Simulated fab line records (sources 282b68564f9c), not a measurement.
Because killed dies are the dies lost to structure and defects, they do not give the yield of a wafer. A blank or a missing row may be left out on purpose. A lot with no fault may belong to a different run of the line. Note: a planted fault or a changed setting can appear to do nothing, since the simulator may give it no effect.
fab line records	flow ritCmos
record lots=6	wafers=18	lastDay=7
route steps=202 shown GATE@83 M1@202
lots untouched by any fault: they come from a run of this same line in which no faults occurred
startH: start of the lot's first displayed wafer, in hours after the record's first day	waitH: how many hours have passed since the lot's step before this one	" as in the row above	L1.1+2: a row that stands for several wafers	- no value, or no start was given	* or withheld: withheld	< > ~ a bound
route shown NAME@n: names a module that has steps shown in the file, with the first one's number in the route	usual: the fault-free wafers' mean and standard deviation	same: alike in all rows	chamber/n: place in a boat	sites: per-site readings	_std_site: standard deviation of those values	_edge_site: mean of outer sites minus mean of inner sites	radiusMm: for every site, how far away it sits from the centre of the wafer	mask NAME#n: copy n	behind: tool/chamber where the wafer was last shaped	hold: the reason the lot was held/the length of the hold in hours/how it ended	device: transistor that didn't switch, given as n, p or np	end of line: tests run on the same wafers once the route is complete	for a step that has no rows: nothing shown but its recipe	killed: not the wafer's yield, but the dies lost to structure and defects at the first sort	map: per-die view of a wafer (x killed, . not killed, _ where there is no die)
set.NAME: the setting that was run; set.NAME@STEP: the one run at that earlier step	model.NAME: the simulator's own value behind a step, which no gauge read
certain route steps with their lots: each step a table, each wafer a row
services: a tool's chamber out of use, with start hour (startH, from the record's first day; less than 0 if before it), hours out, and reason
## steps
# step RIT_GATE_THK_MEAS_07
# recipe reads=SiO2_of_GATE_OXIDATION_05
# usual GATE_OXIDE_THK=3.04/0.064
lot.wafer	tool	chamber	startH	waitH	GATE_OXIDE_THK[nm]
L705.3	filmMetro-01	-	33.81	0.0	2.89
L705.5	"	-	"	"	2.94
L705.6	"	-	"	"	2.99
L706.3	filmMetro-03	-	39.67	0.0	2.98
L706.4	"	-	"	"	3.06
L706.5	"	-	"	"	3.02
L717.2	filmMetro-04	-	98.89	0.0	3.04
L717.5	"	-	"	"	3.05
L717.6	"	-	"	"	2.95
L718.2	filmMetro-04	-	103.04	0.0	3.02
L718.5	"	-	"	"	3.07
L718.6	"	-	"	"	3.04
L724.1	filmMetro-01	-	129.63	0.0	3.08
L724.2	"	-	"	"	3.03
L724.3	"	-	"	"	3.05
L728.2	filmMetro-01	-	149.01	0.0	3.04
L728.4	"	-	"	"	3.01
L728.6	"	-	"	"	3.05
# step RIT_GATE_CVD_08
# recipe material=poly-Si	targetThkNm=250	tempC=610	precursor=SiH4	timeS=2220	pressureMtorr=300	sih4FlowSccm=100
# step RIT_GATE_THK_MEAS_09
# recipe reads=poly-Si_of_GATE_CVD_08
# usual GATE_POLY_THK=247.9/2.1
lot.wafer	tool	chamber	startH	waitH	GATE_POLY_THK[nm]
L705.3	filmMetro-01	-	36.00	0.0	248.3
L705.5	"	-	"	"	247.5
L705.6	"	-	"	"	246.1
L706.3	filmMetro-01	-	41.34	0.0	246.7
L706.4	"	-	"	"	248.7
L706.5	"	-	"	"	246.6
L717.2	filmMetro-03	-	100.56	0.0	249.3
L717.5	"	-	"	"	248.9
L717.6	"	-	"	"	250.7
L718.2	filmMetro-04	-	106.73	0.0	244.5
L718.5	"	-	"	"	246.3
L718.6	"	-	"	"	244.3
L724.1	filmMetro-03	-	131.31	0.0	246.2
L724.2	"	-	"	"	245.8
L724.3	"	-	"	"	245.6
L728.2	filmMetro-04	-	150.68	0.0	251.7
L728.4	"	-	"	"	250.5
L728.6	"	-	"	"	251.5
# step RIT_GATE_HMDS_10
# recipe primeTimeS=60	primeTempC=140
# step RIT_GATE_COAT_11
# recipe resist=NOVOLAK	spinRpm=4250	resistThkNm=850
# step RIT_GATE_SOFTBAKE_12
# recipe resist=NOVOLAK	tempC=90	timeS=60
# step RIT_GATE_EXPOSE_13
# recipe maskId=M6	na=0.6	sourceShape=conventional	sigmaOuter=0.6	targetCdNm=150	doseMj=380
# step RIT_GATE_PEB_14
# recipe resist=NOVOLAK	tempC=withheld	timeS=withheld
# step RIT_GATE_DEVELOP_15
# recipe resist=NOVOLAK	developTimeS=50	devTempC=23
# step RIT_GATE_CD_MEAS_16
# recipe targetCdNm=150
# usual cdNm=151.5/2.9
lot.wafer	tool	chamber	startH	waitH	cdNm
L705.3	cdSem-01	-	36.96	-	154.2
L705.5	"	-	"	"	151.7
L705.6	"	-	"	"	153.6
L706.3	cdSem-02	-	42.27	-	151.3
L706.4	"	-	"	"	154.1
L706.5	"	-	"	"	153.3
L717.2	cdSem-01	-	101.68	-	154.9
L717.5	"	-	"	"	156.8
L717.6	"	-	"	"	154.0
L718.2	cdSem-01	-	107.98	-	152.7
L718.5	"	-	"	"	150.6
L718.6	"	-	"	"	151.1
L724.1	cdSem-02	-	132.34	-	152.6
L724.2	"	-	"	"	152.2
L724.3	"	-	"	"	149.9
L728.2	cdSem-02	-	151.74	-	149.2
L728.4	"	-	"	"	149.1
L728.6	"	-	"	"	148.0
# step RIT_GATE_OVL_MEAS_17
# usual GATE_OVL=0.5/1.6
lot.wafer	tool	chamber	startH	waitH	GATE_OVL[nm]
L705.3	overlay-01	-	37.05	0.1	1.4
L705.5	"	-	"	"	2.2
L705.6	"	-	"	"	1.7
L706.3	overlay-01	-	42.36	0.1	1.2
L706.4	"	-	"	"	-0.4
L706.5	"	-	"	"	-0.2
L717.2	overlay-01	-	101.79	0.1	-0.3
L717.5	"	-	"	"	-1.5
L717.6	"	-	"	"	-2.6
L718.2	overlay-01	-	108.09	0.1	2.0
L718.5	"	-	"	"	0.9
L718.6	"	-	"	"	3.7
L724.1	overlay-02	-	132.46	0.1	-0.4
L724.2	"	-	"	"	-2.3
L724.3	"	-	"	"	-1.3
L728.2	overlay-02	-	151.85	0.1	-0.5
L728.4	"	-	"	"	-1.5
L728.6	"	-	"	"	-0.7
# step RIT_GATE_HARDBAKE_18
# recipe resist=NOVOLAK	tempC=140	timeS=60
# step RIT_GATE_ETCH_19
# recipe chemistry=SF6/CHF3/O2	timeS=165	SF6_flow_sccm=30	CHF3_flow_sccm=30	O2_flow_sccm=5	target=poly-Si	pressureMtorr=40	rfW=160	targetDepthA=3125	overEtchFrac=0.25	stopOn=SiO2
# usual drypumpMotorCurrentA=5.4/0.39	oesProductAu=0.837/0.013	runLengthS=193.2/0.42	throttleValvePct=10.21/0.12
lot.wafer	tool	chamber	startH	waitH	drypumpMotorCurrentA	oesProductAu	rfHoursCounterH	runLengthS	throttleValvePct	model.NOVOLAK_of_GATE_COAT_11.thkNm
L705.3	rieSi-02	2	37.23	0.1	6.0	0.850	1	193.7	10.09	669.6
L705.5	"	2	"	"	6.0	0.855	-	194.0	10.09	670.6
L705.6	"	1	"	"	5.5	0.824	-	193.7	10.10	668.4
L706.3	rieSi-01	2	42.54	0.1	5.0	0.816	43	193.0	10.29	669.5
L706.4	"	1	"	"	5.8	0.855	6	193.5	10.27	676.7
L706.5	"	1	"	"	5.8	0.833	-	193.0	10.29	674.2
L717.2	rieSi-02	3	101.97	0.1	4.9	0.630	11	276.8	10.43	626.5
L717.5	"	0	"	"	5.6	0.642	-	276.3	10.04	619.3
L717.6	"	1	"	"	5.5	0.630	-	276.4	10.11	626
L718.2	rieSi-02	1	108.27	0.1	5.5	0.626	66	277.3	10.10	626.4
L718.5	"	2	"	"	6.0	0.653	-	277.3	10.10	625.9
L718.6	"	1	"	"	5.5	0.632	-	276.6	10.10	626
L724.1	rieSi-01	2	132.67	0.1	4.9	0.814	44	193.1	10.29	666
L724.2	"	0	"	"	5.1	0.824	40	193.3	10.26	668.7
L724.3	"	3	"	"	5.2	0.844	105	192.8	10.18	671.8
L728.2	rieSi-01	0	152.03	0.1	5.1	0.831	40	193.2	10.26	666.9
L728.4	"	1	"	"	5.8	0.837	7	193.0	10.27	671.2
L728.6	"	3	"	"	5.2	0.863	-	193.3	10.15	673.5
# step RIT_GATE_STRIP_20
# recipe chemistry=O2	timeS=180	resist=NOVOLAK	platenTempC=withheld	powerW=500	pressureMtorr=4000	o2FlowSccm=4000
# usual drypumpMotorCurrentA=6.0/0.47
lot.wafer	tool	chamber	startH	waitH	drypumpMotorCurrentA	rfHoursCounterH
L705.3	plasmaAsher-04	1	37.39	0.1	5.5	-
L705.5	"	0	"	"	6.8	-
L705.6	"	1	"	"	5.5	-
L706.3	plasmaAsher-03	0	42.70	0.1	5.9	-
L706.4	"	1	"	"	6.3	-
L706.5	"	0	"	"	5.9	-
L717.2	plasmaAsher-03	1	102.08	0.1	6.3	47
L717.5	"	0	"	"	5.9	-
L717.6	"	1	"	"	6.3	-
L718.2	plasmaAsher-02	1	108.38	0.1	5.7	47
L718.5	"	0	"	"	6.0	-
L718.6	"	1	"	"	5.7	-
L724.1	plasmaAsher-02	1	132.78	0.1	5.7	51
L724.2	"	0	"	"	5.9	51
L724.3	"	1	"	"	5.7	-
L728.2	plasmaAsher-03	0	152.13	0.1	5.9	54
L728.4	"	0	"	"	5.9	-
L728.6	"	0	"	"	5.9	-
# step RIT_M1_PROBE_99
# usual killedAtContacts=0.1/0.38	killedAtFrontEnd=6.9/2.9	killedDies=7.1/3	killedOpen=3.5/2.1	killedShort=3.5/2
# same grossDies=264	killed_at_M0_to_M3=0	killed_at_M4_up=0	killedAtBackSide=0	killedAtOther=0
lot.wafer	tool	chamber	startH	waitH	killedAtContacts	killedAtFrontEnd	killedDies	killedOpen	killedShort	model.etest.pmosTurned.rOnOhmUm	model.etest.pmos_0p3.rOnOhmUm	model.etest.pmos_0p15.rOnOhmUm	model.etest.nmos_0p15.rOnOhmUm	model.etest.nmos_0p3.rOnOhmUm	model.etest.pwellPinched.rsOhmSq	model.etest.nwellPinched.rsOhmSq	model.etest.pmos_0p15.driveUaUm
L705.3	prober-02	-	58.73	0.2	0	10	10	6	4	3495	6238	2827	1135	2142	458.1	336.9	248.8
L705.5	prober-02	-	58.83	0.2	0	5	5	2	2	3452	6259	2794	1105	2112	462.2	334.4	253.7
L705.6	prober-02	-	58.88	0.2	0	7	7	1	6	3432	6288	2797	1121	2134	460.3	336.4	251.3
L706.3	prober-01	-	65.44	0.2	1	9	10	4	6	3379	6193	2769	1140	2144	460.3	341.6	260.4
L706.4	prober-01	-	65.49	0.2	0	10	10	2	8	3443	6287	2804	1139	2161	461.8	336.6	250.7
L706.5	prober-01	-	65.54	0.2	0	12	12	7	5	3488	6284	2828	1165	2184	467.9	339.1	249.6
L717.2	prober-01	-	123.03	0.1	0	19	19	11	8	3373	6243	2771	1324	2322	521.5	385.9	268.3
L717.5	prober-01	-	123.18	0.2	0	5	5	2	3	3333	6252	2809	1398	2397	541.2	395.9	274.6
L717.6	prober-01	-	123.23	0.2	0	10	10	8	2	3326	6113	2708	1304	2307	519.1	384.1	274.7
L718.2	prober-01	-	129.97	0.1	0	3	3	2	1	3036	6078	2572	1234	2286	505.6	383.4	295.6
L718.5	prober-01	-	130.12	0.2	2	9	11	4	7	3053	6105	2540	1216	2257	517	381.3	296.7
L718.6	prober-01	-	130.17	0.2	0	5	5	3	2	2979	6029	2491	1219	2260	515	384.8	302.9
L724.1	prober-02	-	152.84	0.1	0	14	14	5	9	3563	6486	2860	1167	2180	449.5	341.7	240.9
L724.2	prober-02	-	152.89	0.1	0	10	10	6	4	3558	6534	2884	1138	2184	451.8	340.1	239.2
L724.3	prober-02	-	152.94	0.2	0	8	8	5	3	3452	6419	2804	1113	2147	451.8	334.8	250.3
L728.2	prober-02	-	172.44	0.1	1	11	12	3	7	3320	6270	2705	1164	2176	455.2	339	261.9
L728.4	prober-02	-	172.54	0.2	0	11	11	3	7	3292	6246	2668	1148	2193	459.1	339.6	263.7
L728.6	prober-02	-	172.64	0.2	0	9	9	3	4	3268	6251	2674	1150	2189	450.8	342.1	266.4
# killed by level:class
L705.3 GATE:geometricParticle:open=4 GATE:geometricParticle:short=3 ACTIVE:geometricParticle:short=1 FOX2:geometricParticle:open=1 SILICIDE:geometricParticle:open=1
L705.5 FOX1:geometricParticle:short=2 FOX1:geometricParticle:open=1 FOX2:geometricParticle:open=1 PLDD:coatMicrobubblePrinted=1
L705.6 GATE:geometricParticle:short=4 FOX1:geometricParticle:short=2 GATE:geometricParticle:open=1
L706.3 GATE:geometricParticle:open=4 GATE:geometricParticle:short=4 FOX2:geometricParticle:short=1 CONTACT:geometricParticle:short=1
L706.4 SPACER:geometricParticle:short=4 FOX2:geometricParticle:short=3 FOX1:geometricParticle:short=1 GATE:geometricParticle:open=1 SPACER:geometricParticle:open=1
L706.5 GATE:geometricParticle:open=3 FOX1:geometricParticle:short=2 FOX2:geometricParticle:open=2 FOX1:geometricParticle:open=1 GATE:geometricParticle:short=1 REOX:geometricParticle:short=1 REOX:geometricParticle:open=1 SILICIDE:geometricParticle:short=1
L717.2 FOX1:geometricParticle:open=6 GATE:geometricParticle:short=3 FOX1:geometricParticle:short=2 GATE:geometricParticle:open=2 REOX:geometricParticle:open=2 SILICIDE:geometricParticle:short=2 REOX:geometricParticle:short=1 SILICIDE:geometricParticle:open=1
L717.5 FOX1:geometricParticle:short=1 FOX1:geometricParticle:open=1 GATE:geometricParticle:short=1 REOX:geometricParticle:open=1 REOX:geometricParticle:short=1
L717.6 GATE:geometricParticle:open=5 SPACER:geometricParticle:open=3 FOX1:geometricParticle:short=1 REOX:geometricParticle:short=1
L718.2 SPACER:geometricParticle:open=2 SPACER:geometricParticle:short=1
L718.5 GATE:geometricParticle:short=2 GATE:geometricParticle:open=2 ACTIVE:geometricParticle:short=1 FOX2:geometricParticle:short=1 FOX2:geometricParticle:open=1 SPACER:geometricParticle:short=1 SILICIDE:geometricParticle:short=1 CONTACT:geometricParticle:short=1
L718.6 GATE:geometricParticle:open=1 SPACER:geometricParticle:open=1 SPACER:geometricParticle:short=1 SILICIDE:geometricParticle:open=1 SILICIDE:geometricParticle:short=1
L724.1 GATE:geometricParticle:short=4 SPACER:geometricParticle:short=4 REOX:geometricParticle:open=2 SPACER:geometricParticle:open=2 FOX2:geometricParticle:open=1 REOX:geometricParticle:short=1
L724.2 REOX:geometricParticle:short=3 REOX:geometricParticle:open=3 GATE:geometricParticle:open=2 FOX1:geometricParticle:open=1 FOX2:geometricParticle:short=1
L724.3 GATE:geometricParticle:open=4 FOX1:geometricParticle:open=1 FOX1:geometricParticle:short=1 GATE:geometricParticle:short=1 REOX:geometricParticle:short=1
L728.2 GATE:geometricParticle:short=4 FOX1:geometricParticle:short=1 FOX2:geometricParticle:open=1 GATE:geometricParticle:open=1 REOX:geometricParticle:short=1 SILICIDE:geometricParticle:open=1 CONTACT:geometricParticle:short=1 NLDD:coatMicrobubblePrinted=1
L728.4 FOX1:geometricParticle:short=3 GATE:geometricParticle:short=2 GATE:geometricParticle:open=2 REOX:geometricParticle:open=1 REOX:geometricParticle:short=1 SPACER:geometricParticle:short=1 PLDD:coatMicrobubblePrinted=1
L728.6 GATE:geometricParticle:short=2 GATE:geometricParticle:open=2 FOX2:geometricParticle:short=1 REOX:geometricParticle:short=1 REOX:geometricParticle:open=1 NLDD:coatMicrobubblePrinted=1 PLDD:coatMicrobubblePrinted=1
## services
tool	chamber	startH	hours	kind
plasmaAsher-03	-	45.70	3.9	repair
plasmaAsher-04	-	67.36	4.3	pm
rieSi-01	2	89.48	2.6	repair
rieSi-02	0	125.94	41.4	repair
plasmaAsher-03	-	142.21	2.9	repair
rieSi-02	2	144.82	1.8	repair
## key
firstSign step=RIT_GATE_ETCH_19	reading=runLengthS	direction=up	sigmas=99+	usual=*	struck=*
effect step=RIT_GATE_ETCH_19	reading=oesProductAu	direction=down	sigmas=15	usual=0.837	struck=0.636
modelEffect step=RIT_GATE_ETCH_19	value=NOVOLAK_of_GATE_COAT_11.thkNm	without=667.4	struck=625
modelEffect step=RIT_M1_PROBE_99	value=etest.pmosTurned.rOnOhmUm	without=3569	struck=3183
metAt RIT_GATE_ETCH_19
struckWafers L717.2,L717.5,L717.6,L718.2,L718.5,L718.6
testerLeftOut L717,L718
onsetBetween 37.23 101.97
fault kind=processParameterDrift	tool=rieSi-02	chamber=-	onsetH=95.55	steps=RIT_GATE_ETCH_19	channel=timeS	offset=*	shape=step	endH=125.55	stated=*
# testerLeftOut: of these lots the tester's yield and bins aren't shown, on N5 and GAA mostly nor the transistor test; their killed dies are dies lost to structure and defects alone, not to doping, threshold or leakage, so they don't give the yield
